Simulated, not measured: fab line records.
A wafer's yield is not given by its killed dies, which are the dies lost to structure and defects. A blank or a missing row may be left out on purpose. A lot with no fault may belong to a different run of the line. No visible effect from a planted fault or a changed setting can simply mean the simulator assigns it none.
fab line records | flow berkeleyCmos170 | part 1 of 2: steps 1 to 36 of 43
record: lots: 7 wafers: 21 lastDay: 13
route steps=331 shown M1@242 V1@254 M2@271 M3@331
lots with no fault: from the same line, run without faults
startH: hours from the record's opening day to when the first of the lot's shown wafers began | waitH: hours since the lot's step before | " the same as in the row above | L1.1+2: one row covering several wafers at once | - no value, or no start was given | * or withheld: withheld | < > ~ a bound
route shown NAME@n: a module of which the file shows steps, and the number in the route of the first | usual: the fault-free wafers' mean and standard deviation | same: alike in all rows | chamber/n: place in a boat | sites: readings site by site | _std_site: standard deviation of those values | _edge_site: the outer-site mean with the inner-site mean subtracted | radiusMm: for every site, how far away it sits from the centre of the wafer | mask NAME#n: copy n | behind: the tool/chamber that last shaped the wafer | hold: why the lot was held/for how many hours/how that ended | device: whichever transistor did not switch (one of n, p or np) | end of line: the same wafers' tests at the end of the route | a step given without rows: its recipe and nothing more | killed: count of dies lost to structure and defects at first sort (not the wafer's yield) | map: the dies of a wafer, with x for killed, . for not killed, _ for no die there
set.NAME: the run value of the setting; set.NAME@STEP: its run value at that earlier step | model.NAME: the simulator's own value behind a step, which no gauge read
lots seen at some steps along the route; tables by step, rows by wafer
services: when a tool's chamber went out of use (startH, in hours from the record's first day, below 0 if earlier), for how many hours, and the reason
== steps ==
step: UCB170_M1_COAT_04
recipe: resist: KrF spinRpm: 1500 resistThkNm: 900
step: UCB170_M1_SOFTBAKE_05
recipe: resist: KrF tempC: 130 timeS: 60
step: UCB170_M1_EXPOSE_06
recipe: maskId: METAL1 targetCdNm: 700 na: 0.5 sigmaOuter: 0.6 sourceShape: conventional doseMj: 21
step: UCB170_M1_PEB_07
recipe: pebTempC: 130 pebTimeS: withheld resist: KrF
step: UCB170_M1_DEVELOP_08
recipe: developer: TMAH developTimeS: 45 resist: KrF devTempC: 21
step: UCB170_M1_CD_MEAS_09
recipe: targetCdNm: 700
usual: cdNm: 699.9/1.2
columns lot.wafer tool chamber startH waitH cdNm
L870.3 cdSem-02 - 208.46 - 700.9
L870.5 " - " " 700.8
L870.6 " - " " 699.6
L880.1 cdSem-01 - 268.93 - 698.7
L880.2 " - " " 699.5
L880.4 " - " " 700.5
L884.1 cdSem-02 - 268.97 - 704.1
L884.2 " - " " 700.4
L884.6 " - " " 701.0
L883.1 cdSem-01 - 269.05 - 699.6
L883.3 " - " " 700.1
L883.6 " - " " 699.0
L881.1 cdSem-02 - 269.97 - 699.5
L881.4 " - " " 699.7
L881.6 " - " " 699.5
L887.1 cdSem-02 - 284.50 - 700.8
L887.3 " - " " 700.5
L887.4 " - " " 700.3
L886.2 cdSem-02 - 284.64 - 700.4
L886.5 " - " " 699.8
L886.6 " - " " 698.7
step: UCB170_M1_OVL_MEAS_10
usual: M1_OVL: -2/4.2
columns lot.wafer tool chamber startH waitH M1_OVL[nm]
L870.3 overlay-01 - 208.55 0.1 -2
L870.5 " - " " -1
L870.6 " - " " -2
L880.1 overlay-01 - 269.05 0.1 -3
L880.2 " - " " -8
L880.4 " - " " -6
L884.1 overlay-02 - 269.09 0.1 -8
L884.2 " - " " -2
L884.6 " - " " -2
L883.1 overlay-01 - 269.17 0.1 -5
L883.3 " - " " -7
L883.6 " - " " -3
L881.1 overlay-01 - 270.09 0.1 -3
L881.4 " - " " 0
L881.6 " - " " -6
L887.1 overlay-01 - 284.62 0.1 3
L887.3 " - " " -2
L887.4 " - " " -3
L886.2 overlay-01 - 284.74 0.1 0
L886.5 " - " " 2
L886.6 " - " " -6
step: UCB170_M1_ETCH_11
recipe: chemistry: N2/H2 targetDepthA: withheld overetchA: withheld target: BARC timeS: withheld sourceW: 500 biasW: 100 pressureMtorr: 30 n2FlowSccm: 100 h2FlowSccm: 200
step: UCB170_M1_METAL_ETCH_12
recipe: chemistry: Cl2/BCl3 target: Al stopOn: PSG pressureMtorr: 12 targetDepthA: 7800 overEtchFrac: 0.3 timeS: 130 icpW: 600 biasW: 120 Cl2_flow_sccm: 90 bcl3FlowSccm: 45
usual: drypumpMotorCurrentA: 5.8/0.38 oesProductAu: 0.861/0.015 rfFwdPowerW: 597.4/2.1 throttleValvePct: 24.4/0.33
same: timeS: 130
columns lot.wafer tool chamber startH waitH drypumpMotorCurrentA oesProductAu rfFwdPowerW rfHoursCounterH throttleValvePct
L870.3 rieMetal-04 1 208.71 - 6.2 0.859 596.1 - 24.6
L870.5 " 1 " " 6.2 0.843 597.4 - 24.6
L870.6 " 1 " " 6.2 0.856 598.3 - 24.6
L880.1 rieMetal-03 0 269.12 - 5.5 0.843 595.5 3 23.8
L880.2 " 1 " " 6.3 0.875 597.0 5 24.9
L880.4 " 1 " " 6.3 0.866 598.8 - 24.9
L884.1 rieMetal-01 0 269.17 - 5.7 0.867 600.6 1 24.3
L884.2 " 1 " " 5.4 0.881 596.1 7 24.3
L884.6 " 1 " " 5.4 0.882 595.8 - 24.4
L883.1 rieMetal-03 0 269.26 - 5.5 0.843 598.1 3 23.8
L883.3 " 0 " " 5.5 0.827 601.1 - 23.8
L883.6 " 0 " " 5.5 0.834 601.4 - 23.8
L881.1 rieMetal-01 0 270.17 - 5.7 0.866 601.1 1 24.3
L881.4 " 0 " " 5.6 0.866 597.2 - 24.3
L881.6 " 1 " " 5.4 0.864 593.8 - 24.3
L887.1 rieMetal-04 1 284.70 - 6.2 0.861 600.0 1 24.6
L887.3 " 1 " " 6.2 0.858 597.7 - 24.6
L887.4 " 1 " " 6.2 0.847 600.2 - 24.6
L886.2 rieMetal-01 0 284.82 - 5.7 0.853 596.4 2 24.3
L886.5 " 1 " " 5.4 0.875 596.5 - 24.3
L886.6 " 0 " " 5.7 0.861 595.4 - 24.3
step: UCB170_M1_STRIP_13
recipe: chemistry: O2 powerW: 400 pressureMtorr: 3500 platenTempC: withheld o2FlowSccm: 400 overashFraction: 0.5
usual: drypumpMotorCurrentA: 5.75/0.29 oesProductAu: 0.720/0.0039
columns lot.wafer tool chamber startH waitH drypumpMotorCurrentA oesProductAu rfHoursCounterH
L870.3 plasmaAsher-01 1 208.92 0.2 5.99 0.713 -
L870.5 " 0 " " 5.99 0.719 -
L870.6 " 1 " " 6.02 0.718 -
L880.1 plasmaAsher-02 0 269.26 0.1 5.58 0.719 53
L880.2 " 1 " " 5.16 0.718 53
L880.4 " 1 " " 5.12 0.717 -
L884.1 plasmaAsher-01 1 269.30 0.1 6.03 0.726 58
L884.2 " 0 " " 5.98 0.720 58
L884.6 " 1 " " 6.01 0.719 -
L883.1 plasmaAsher-04 1 269.39 0.1 5.99 0.713 48
L883.3 " 0 " " 5.64 0.716 -
L883.6 " 1 " " 6.00 0.718 -
L881.1 plasmaAsher-02 1 270.30 0.1 5.14 0.716 53
L881.4 " 1 " " 5.14 0.719 -
L881.6 " 0 " " 5.59 0.720 -
L886.2 plasmaAsher-04 0 284.95 0.1 5.65 0.718 50
L886.5 " 0 " " 5.65 0.725 -
L886.6 " 1 " " 5.97 0.714 -
L887.1 plasmaAsher-01 1 284.96 0.2 6.01 0.727 60
L887.3 " 1 " " 6.01 0.722 -
L887.4 " 0 " " 5.96 0.718 -
step: UCB170_M1_CD_MEAS_90
recipe: targetCdNm: 700
usual: cdNm: 699.7/2.9
columns lot.wafer tool chamber startH waitH cdNm
L870.3 cdSem-01 - 209.03 0.1 699.9
L870.5 " - " " 700.9
L870.6 " - " " 697.4
L880.1 cdSem-02 - 269.36 0.1 701.3
L880.2 " - " " 697.6
L880.4 " - " " 699.8
L884.1 cdSem-01 - 269.40 0.1 704.0
L884.2 " - " " 699.1
L884.6 " - " " 701.8
L883.1 cdSem-02 - 269.49 0.1 698.0
L883.3 " - " " 700.3
L883.6 " - " " 699.7
L881.1 cdSem-02 - 270.40 0.1 702.1
L881.4 " - " " 703.2
L881.6 " - " " 700.9
L886.2 cdSem-02 - 285.07 0.1 702.7
L886.5 " - " " 703.8
L886.6 " - " " 701.7
L887.1 cdSem-02 - 285.17 0.2 698.6
L887.3 " - " " 700.6
L887.4 " - " " 699.6
step: UCB170_M1_ANNEAL_14
recipe: tempC: 400 timeS: 1200 ambient: formingGas
step: UCB170_V1_CVD_00
recipe: material: SiO2 targetThkNm: 2000 tempC: 390 precursor: TEOS/O2 timeS: 250 rfW: 550 pressureMtorr: 9000
usual: heaterPowerW: 245/58 pressureMtorr: 9001/17 rfFwdPowerW: 548.6/1.6
same: timeS: 250
columns lot.wafer tool chamber startH waitH heaterPowerW pressureMtorr rfFwdPowerW
L870.3 pecvd-01 0 211.81 0.1 266 9035 547.2
L870.5 " 0 " " 177 9003 548.1
L870.6 " 1 " " 278 8991 549.2
L880.1 pecvd-02 0 270.81 0.0 238 9020 547.1
L880.2 " 2 " " 205 9017 550.7
L880.4 " 0 " " 159 8975 548.3
L883.1 pecvd-04 2 272.14 0.0 271 8973 547.9
L883.3 " 1 " " 193 8993 550.1
L883.6 " 2 " " 200 8999 548.7
L884.1 pecvd-02 2 272.14 0.0 167 9007 548.7
L884.2 " 0 " " 194 9018 547.6
L884.6 " 2 " " 224 8970 548.8
L881.1 pecvd-02 2 272.30 0.2 199 9038 549.0
L881.4 " 1 " " 208 8979 550.7
L881.6 " 2 " " 155 9004 550.4
L886.2 pecvd-02 1 286.50 0.0 281 8998 550.8
L886.5 " 1 " " 283 8992 548.0
L886.6 " 2 " " 150 8989 548.4
L887.1 pecvd-04 0 287.84 0.0 284 9006 549.9
L887.3 " 2 " " 281 9019 550.6
L887.4 " 2 " " 207 9016 549.7
step: UCB170_V1_THK_MEAS_01
recipe: reads: SiO2_of_V1_CVD_00
usual: V1_TEOS_THK: 2007/28
columns lot.wafer tool chamber startH waitH V1_TEOS_THK[nm]
L870.3 filmMetro-01 - 211.98 0.1 2025
L870.5 " - " " 2026
L870.6 " - " " 2021
L880.1 filmMetro-04 - 270.97 0.1 1987
L880.2 " - " " 1965
L880.4 " - " " 2009
L883.1 filmMetro-01 - 272.30 0.1 1989
L883.3 " - " " 2002
L883.6 " - " " 2035
L884.1 filmMetro-03 - 272.30 0.1 1962
L884.2 " - " " 1960
L884.6 " - " " 1990
L881.1 filmMetro-03 - 272.45 0.1 1950
L881.4 " - " " 2035
L881.6 " - " " 2007
L886.2 filmMetro-04 - 286.75 0.2 1999
L886.5 " - " " 2041
L886.6 " - " " 2013
L887.1 filmMetro-04 - 287.99 0.1 2013
L887.3 " - " " 1999
L887.4 " - " " 2013
step: UCB170_V1_CMP_02
recipe: material: SiO2 downForcePsi: 6 platenRpm: 60 padVelocityMS: 0.75398
usual: motorCurrentA: 15.4/1.2
columns lot.wafer tool chamber startH waitH motorCurrentA
L870.3 cmp-02 2 212.12 0.1 13.9
L870.6 " 0 " " 15.8
L870.5 " 1 " " 16.6
L880.4 cmp-02 0 271.08 0.1 15.1
L880.1 " 1 " " 16.4
L880.2 " 2 " " 14.1
L884.1 cmp-01 2 272.36 0.1 14.7
L884.2 " 0 " " 15.9
L884.6 " 2 " " 15.1
L883.3 cmp-02 0 272.41 0.1 16.3
L883.1 " 1 " " 16.0
L883.6 " 3 " " 15.5
L881.1 cmp-01 2 272.66 0.2 14.3
L881.4 " 3 " " 13.5
L881.6 " 3 " " 13.9
L886.2 cmp-01 2 286.85 0.1 14.9
L886.6 " 1 " " 16.6
L886.5 " 2 " " 14.7
L887.1 cmp-02 0 288.10 0.1 15.6
L887.3 " 1 " " 15.7
L887.4 " 2 " " 13.0
step: UCB170_V1_BOW_MEAS_03
recipe: mode: bow
usual: V1_BOW: 18/7.5
columns lot.wafer tool chamber startH waitH V1_BOW[um]
L870.3 filmMetro-04 - 212.36 0.2 11
L870.5 " - " " 24
L870.6 " - " " 9
L880.1 filmMetro-01 - 271.33 0.1 19
L880.2 " - " " 2
L880.4 " - " " 17
L883.1 filmMetro-04 - 272.66 0.1 10
L883.3 " - " " 20
L883.6 " - " " 8
L884.1 filmMetro-01 - 272.66 0.2 15
L884.2 " - " " 17
L884.6 " - " " 18
L881.1 filmMetro-01 - 272.96 0.2 15
L881.4 " - " " 21
L881.6 " - " " 19
L886.2 filmMetro-03 - 287.12 0.2 1
L886.5 " - " " 26
L886.6 " - " " 18
L887.1 filmMetro-03 - 288.35 0.2 11
L887.3 " - " " 25
L887.4 " - " " 15
step: UCB170_V1_THK_MEAS_04
recipe: reads: SiO2_of_V1_CVD_00
usual: V1_POLISHED_THK: 1000.5/1.2
columns lot.wafer tool chamber startH waitH V1_POLISHED_THK[nm]
L870.3 filmMetro-04 - 212.46 0.1 999.4
L870.5 " - " " 999.3
L870.6 " - " " 998.8
L880.1 filmMetro-01 - 271.45 0.1 1000.6
L880.2 " - " " 1001.1
L880.4 " - " " 1001.1
L883.1 filmMetro-04 - 272.78 0.1 1000.1
L883.3 " - " " 999.2
L883.6 " - " " 1000.3
L884.1 filmMetro-01 - 272.78 0.1 1000.3
L884.2 " - " " 1001.0
L884.6 " - " " 1002.9
L881.1 filmMetro-01 - 273.08 0.1 1000.6
L881.4 " - " " 1000.2
L881.6 " - " " 999.7
L886.2 filmMetro-03 - 287.23 0.1 1001.6
L886.5 " - " " 1001.6
L886.6 " - " " 999.7
L887.1 filmMetro-03 - 288.47 0.1 1000.6
L887.3 " - " " 1000.8
L887.4 " - " " 1000.1
step: UCB170_V1_CLEAN_05
recipe: chemistry: DIW
step: UCB170_V1_HMDS_06
recipe: primeTimeS: 60 primeTempC: 100
step: UCB170_V1_COAT_07
recipe: resist: KrF spinRpm: 1500 resistThkNm: 900
step: UCB170_V1_SOFTBAKE_08
recipe: resist: KrF tempC: 130 timeS: 60
step: UCB170_V1_EXPOSE_09
recipe: maskId: VIA1 targetCdNm: 700 na: 0.5 sigmaOuter: 0.6 sourceShape: conventional doseMj: 37
step: UCB170_V1_PEB_10
recipe: pebTempC: 130 pebTimeS: withheld resist: KrF
step: UCB170_V1_DEVELOP_11
recipe: developer: TMAH developTimeS: 45 resist: KrF devTempC: 21
step: UCB170_V1_CD_MEAS_12
recipe: targetCdNm: 700
usual: cdNm: 699.7/1.4
columns lot.wafer tool chamber startH waitH cdNm
L870.3 cdSem-02 - 214.13 - 699.0
L870.5 " - " " 700.8
L870.6 " - " " 699.8
L880.1 cdSem-02 - 273.49 - 700.3
L880.2 " - " " 699.8
L880.4 " - " " 700.3
L884.1 cdSem-01 - 277.81 - 700.1
L884.2 " - " " 700.4
L884.6 " - " " 700.6
L881.1 cdSem-01 - 277.93 - 700.2
L881.4 " - " " 701.7
L881.6 " - " " 702.3
L883.1 cdSem-02 - 278.08 - 700.0
L883.3 " - " " 697.8
L883.6 " - " " 699.4
L886.2 cdSem-01 - 288.93 - 701.5
L886.5 " - " " 701.5
L886.6 " - " " 700.2
L887.1 cdSem-01 - 289.73 - 700.7
L887.3 " - " " 701.6
L887.4 " - " " 702.0
step: UCB170_V1_OVL_MEAS_13
usual: V1_OVL: -1/5
columns lot.wafer tool chamber startH waitH V1_OVL[nm]
L870.3 overlay-02 - 214.22 0.1 0
L870.5 " - " " 1
L870.6 " - " " 0
L880.1 overlay-01 - 273.61 0.1 6
L880.2 " - " " 2
L880.4 " - " " -2
L884.1 overlay-02 - 277.93 0.1 -1
L884.2 " - " " 2
L884.6 " - " " 5
L881.1 overlay-01 - 278.05 0.1 -8
L881.4 " - " " -4
L881.6 " - " " -10
L883.1 overlay-01 - 278.20 0.1 -3
L883.3 " - " " -1
L883.6 " - " " -3
L886.2 overlay-02 - 289.03 0.1 -4
L886.5 " - " " -4
L886.6 " - " " -7
L887.1 overlay-01 - 289.85 0.1 -4
L887.3 " - " " -1
L887.4 " - " " -10
step: UCB170_V1_ETCH_14
recipe: chemistry: CHF3/CF4/Ar target: SiO2 stopOn: Al CHF3_flow_sccm: 45 cf4FlowSccm: 15 Ar_flow_sccm: 150 pressureMtorr: 200 rfW: 700 targetDepthA: 12500 overEtchFrac: 0.25 timeS: 291
step: UCB170_V1_STRIP_15
recipe: chemistry: O2 powerW: 400 pressureMtorr: 3500 platenTempC: withheld o2FlowSccm: 400 overashFraction: 0.5
usual: drypumpMotorCurrentA: 5.4/0.37 oesProductAu: 0.722/0.0042 stripTimeToEndpointS: 15.32/0.14
columns lot.wafer tool chamber startH waitH drypumpMotorCurrentA oesProductAu rfHoursCounterH stripTimeToEndpointS
L870.3 plasmaAsher-02 0 214.46 0.1 5.6 0.728 - 15.23
L870.5 " 0 " " 5.6 0.728 - 15.42
L870.6 " 1 " " 5.1 0.724 - 15.20
L880.1 plasmaAsher-03 0 273.83 0.1 4.8 0.722 17 15.30
L880.2 " 1 " " 5.6 0.718 17 15.27
L880.4 " 0 " " 4.8 0.723 - 15.26
L884.1 plasmaAsher-03 1 278.14 0.1 5.6 0.721 17 15.54
L884.2 " 0 " " 4.8 0.728 17 15.21
L884.6 " 0 " " 4.8 0.723 - 15.53
L881.1 plasmaAsher-02 0 278.26 0.1 5.6 0.729 54 15.42
L881.4 " 1 " " 5.1 0.722 - 15.27
L881.6 " 1 " " 5.1 0.717 - 15.21
L883.1 plasmaAsher-03 1 278.42 0.1 5.6 0.720 17 15.33
L883.3 " 1 " " 5.6 0.723 - 15.27
L883.6 " 1 " " 5.6 0.725 - 15.32
L886.2 plasmaAsher-02 0 289.24 0.1 5.6 0.724 56 15.21
L886.5 " 1 " " 5.1 0.728 - 15.29
L886.6 " 0 " " 5.6 0.727 - 15.35
L887.1 plasmaAsher-04 1 290.07 0.1 6.0 0.729 51 15.38
L887.3 " 1 " " 6.0 0.713 - 15.66
L887.4 " 0 " " 5.6 0.717 - 15.35
step: UCB170_V1_CD_MEAS_90
recipe: targetCdNm: 700
usual: cdNm: 699.5/1.5
columns lot.wafer tool chamber startH waitH cdNm
L870.3 cdSem-02 - 214.56 0.1 699.7
L870.5 " - " " 700.8
L870.6 " - " " 700.7
L880.1 cdSem-02 - 273.93 0.1 700.1
L880.2 " - " " 700.1
L880.4 " - " " 699.5
L884.1 cdSem-01 - 278.24 0.1 699.3
L884.2 " - " " 700.4
L884.6 " - " " 699.9
L881.1 cdSem-02 - 278.43 0.1 700.4
L881.4 " - " " 702.4
L881.6 " - " " 702.3
L883.1 cdSem-01 - 278.52 0.1 699.2
L883.3 " - " " 697.6
L883.6 " - " " 699.3
L886.2 cdSem-02 - 289.36 0.1 700.7
L886.5 " - " " 700.8
L886.6 " - " " 699.7
L887.1 cdSem-01 - 290.17 0.1 699.8
L887.3 " - " " 701.2
L887.4 " - " " 701.6
step: UCB170_M2_PRE_CLEAN_00
recipe: gas: Ar precleanEtchTimeS: 60
step: UCB170_M2_SPUTTER_01
recipe: material: Al targetThkNm: 900 timeS: 120 powerW: 6000 chamberPressurePa: 0.5
usual: cathodeDcPowerW: 6000.2/1.1 throttleValvePct: 30.3/0.88
same: timeS: 120
columns lot.wafer tool chamber startH waitH cathodeDcPowerW throttleValvePct
L870.3 pvdSputter-04 - 214.71 0.0 5998.9 30.3
L870.5 " - " " 6001.0 30.2
L870.6 " - " " 6000.7 30.7
L880.1 pvdSputter-03 - 274.11 0.0 5997.2 30.3
L880.2 " - " " 6000.7 31.1
L880.4 " - " " 6000.3 29.8
L884.1 pvdSputter-04 - 278.43 0.0 5999.1 30.5
L884.2 " - " " 6002.1 30.4
L884.6 " - " " 6000.8 30.2
L881.1 pvdSputter-03 - 278.62 0.0 5999.6 30.8
L881.4 " - " " 6001.0 29.8
L881.6 " - " " 6001.2 28.0
L883.1 pvdSputter-01 - 278.70 0.0 5999.9 30.5
L883.3 " - " " 6000.0 31.8
L883.6 " - " " 6002.5 31.0
L886.2 pvdSputter-03 - 289.53 0.0 5999.1 29.4
L886.5 " - " " 5999.5 31.1
L886.6 " - " " 6000.0 30.0
L887.1 pvdSputter-04 - 290.35 0.0 6001.6 30.4
L887.3 " - " " 5998.6 30.3
L887.4 " - " " 6000.6 30.7
step: UCB170_M2_RS_MEAS_02
recipe: thkMeasGauge: four-point-probe reads: Al_of_M2_SPUTTER_01
usual: M2_AL_RS: 0.0322/0.00034
columns lot.wafer tool chamber startH waitH M2_AL_RS[ohm/sq]
L870.3 filmMetro-02 - 214.83 0.1 0.0320
L870.5 " - " " 0.0321
L870.6 " - " " 0.0321
L880.1 filmMetro-04 - 274.20 0.0 0.0322
L880.2 " - " " 0.0323
L880.4 " - " " 0.0321
L884.1 filmMetro-02 - 278.52 0.0 0.0319
L884.2 " - " " 0.0317
L884.6 " - " " 0.0320
L881.1 filmMetro-04 - 278.70 0.0 0.0326
L881.4 " - " " 0.0323
L881.6 " - " " 0.0320
L883.1 filmMetro-01 - 278.79 0.0 0.0323
L883.3 " - " " 0.0326
L883.6 " - " " 0.0322
L886.2 filmMetro-04 - 289.63 0.1 0.0323
L886.5 " - " " 0.0326
L886.6 " - " " 0.0325
L887.1 filmMetro-01 - 290.44 0.0 0.0318
L887.3 " - " " 0.0319
L887.4 " - " " 0.0322
step: UCB170_M2_THK_MEAS_03
recipe: thkMeasGauge: xrf reads: Al_of_M2_SPUTTER_01
usual: M2_AL_THK: 904/10
columns lot.wafer tool chamber startH waitH M2_AL_THK[nm]
L870.3 filmMetro-02 - 214.93 0.1 912
L870.5 " - " " 913
L870.6 " - " " 906
L880.1 filmMetro-04 - 274.32 0.1 901
L880.2 " - " " 890
L880.4 " - " " 901
L884.1 filmMetro-02 - 278.64 0.1 910
L884.2 " - " " 913
L884.6 " - " " 904
L881.1 filmMetro-04 - 278.82 0.1 893
L881.4 " - " " 903
L881.6 " - " " 903
L883.1 filmMetro-01 - 278.91 0.1 914
L883.3 " - " " 902
L883.6 " - " " 909
L886.2 filmMetro-04 - 289.74 0.1 896
L886.5 " - " " 886
L886.6 " - " " 893
L887.1 filmMetro-01 - 290.56 0.1 919
L887.3 " - " " 912
L887.4 " - " " 904
step: UCB170_M2_HMDS_04
recipe: primeTimeS: 60 primeTempC: 100
step: UCB170_M2_COAT_05
recipe: resist: KrF spinRpm: 1500 resistThkNm: 900
step: UCB170_M2_SOFTBAKE_06
recipe: resist: KrF tempC: 130 timeS: 60
